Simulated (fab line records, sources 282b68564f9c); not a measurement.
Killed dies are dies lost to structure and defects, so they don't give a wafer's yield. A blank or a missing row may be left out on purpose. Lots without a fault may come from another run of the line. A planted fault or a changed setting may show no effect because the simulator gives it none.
A struck lot beside a sound one | flow rit_cmos | 27 steps out of a route of 202
Sound: wafers L514.1, L514.3, L514.4. Struck: wafers L526.3, L526.4, L526.5. The cause comes at the end.
At each step with rows: each side's tool, then ch and its chambers, then its first start. Under that, the readings that differ: sound wafers | struck wafers | difference of the means | sigmas: that difference in standard deviations of wafers without a fault.
alike: readings whose means differ by less than 2 such deviations, and words and numbers that are the same on both sides. not compared: withheld readings, readings that some wafer has no value for, bounds like >300 that may hide the same value, and numbers for which the record gives no deviation and whose values overlap.
The two part at a step that has a row with sigmas, a row that says differs or no value, or rows on one side only. Numbers that don't overlap but have no deviation are shown without sigmas and don't part them. A reading that every wafer of one side lacks parts them only if that side has two wafers or more.

first, 4 steps without rows for these wafers: RIT_CONTACT_SOFTBAKE_04 (time 60 s); RIT_CONTACT_EXPOSE_05 (exposes mask M11, target cd 1000 nm); RIT_CONTACT_PEB_06; RIT_CONTACT_DEVELOP_07 (develop time 114.2 s).
RIT_CONTACT_CD_MEAS_08: target cd 1000 nm.
  sound on cd_sem-01, day 4 18:16; struck on cd_sem-01, day 6 23:05
  alike: cd_nm
RIT_CONTACT_OVL_MEAS_09:
  sound on overlay-02, day 4 18:23; struck on overlay-02, day 6 23:10
  alike: CONTACT_OVL
then, 1 step without rows for these wafers: RIT_CONTACT_HARDBAKE_10 (time 60 s).
RIT_CONTACT_ETCH_11: etches SiO2 in CHF3/CF4/Ar, stops on TiSi2, target depth 480 nm, time 320 s.
  sound on rie_diel-04 ch 1,2,3, day 4 18:34; struck on rie_diel-01 ch 0,2,3, day 6 23:21
  alike: CHF3_flow_sccm, O2_flow_sccm, drypump_motor_current_A, mfc_ar_sccm, oes_product_au, throttle_valve_pct
  not compared: rf_hours_counter_h
RIT_CONTACT_STRIP_12: strips in O2, time 180 s.
  sound on plasma_asher-04 ch 0,1, day 4 18:46; struck on plasma_asher-01 ch 0,1, day 6 23:36
  alike: drypump_motor_current_A
  not compared: rf_hours_counter_h
RIT_CONTACT_CD_MEAS_90: target cd 1000 nm.
  sound on cd_sem-01, day 4 18:56; struck on cd_sem-02, day 6 23:46
  alike: cd_nm
then, 2 steps without rows for these wafers: RIT_CONTACT_CLEAN_13 (cleans in SC1, time 600 s); RIT_CONTACT_CLEAN_14 (cleans in SC2, time 600 s).
RIT_M1_SPUTTER_00: material Al, target thk 400 nm, time 500 s.
  sound on pvd_sputter-03, day 4 19:24; struck on pvd_sputter-03, day 7 00:12
  alike: substrate_temp_c, throttle_valve_pct
RIT_M1_RS_MEAS_01: measures by four-point-probe.
  sound on film_metro-02, day 4 19:42; struck on film_metro-04, day 7 00:34
  reading           | sound                | struck               | difference | sigmas
  M1_AL_RS (ohm/sq) | 0.0719 0.0731 0.0726 | 0.0865 0.0864 0.0868 | +0.0140    | +20
RIT_M1_THK_MEAS_02: measures by xrf.
  sound on film_metro-02, day 4 19:49; struck on film_metro-04, day 7 00:40
  reading        | sound       | struck      | difference | sigmas
  M1_AL_THK (nm) | 403 393 399 | 348 346 344 | -52        | -15
then, 6 steps without rows for these wafers: RIT_M1_HMDS_03 (prime time 60 s); RIT_M1_COAT_04 (resist thk 1300 nm); RIT_M1_SOFTBAKE_05 (time 60 s); RIT_M1_EXPOSE_06 (exposes mask M12, target cd 2600 nm); RIT_M1_PEB_07; RIT_M1_DEVELOP_08 (develop time 68 s).
RIT_M1_CD_MEAS_09: target cd 2600 nm.
  sound on cd_sem-01, day 4 20:52; struck on cd_sem-01, day 7 01:46
  alike: cd_nm
RIT_M1_OVL_MEAS_10:
  sound on overlay-02, day 4 20:59; struck on overlay-01, day 7 01:51
  alike: M1_OVL
then, 1 step without rows for these wafers: RIT_M1_HARDBAKE_11 (time 120 s).
RIT_M1_METAL_ETCH_12: etches Al in Cl2/BCl3, stops on SiO2, time 165 s, target depth 600 nm.
  sound on rie_metal-03 ch 0,1, day 4 21:16; struck on rie_metal-02 ch 0,1, day 7 02:11
  reading               | sound             | struck            | difference | sigmas
  oes_product_au (a.u.) | 0.811 0.759 0.803 | 0.720 0.713 0.715 | -0.075     | -5
  alike: drypump_motor_current_A, throttle_valve_pct
  not compared: rf_hours_counter_h
then, 1 step without rows for these wafers: RIT_M1_STRIP_13 (strips in nmp, time 600 s).
RIT_M1_PROBE_99:
  sound on prober-02, day 4 23:32; struck on prober-02, day 7 04:29
  alike: defect_limited_yield, killed_at_front_end, killed_dies, killed_open, killed_short, sort_bin_3_pad_short, sort_bin_5_function, sort_bin_6_memory, sort_n_pass, sort_yield_pct

WHERE THEY PART
First at RIT_M1_RS_MEAS_01; last, within this record, at RIT_M1_METAL_ETCH_12. Later steps at which nothing parts them and some readings are alike: RIT_M1_PROBE_99.

WHY: what the simulator had put in
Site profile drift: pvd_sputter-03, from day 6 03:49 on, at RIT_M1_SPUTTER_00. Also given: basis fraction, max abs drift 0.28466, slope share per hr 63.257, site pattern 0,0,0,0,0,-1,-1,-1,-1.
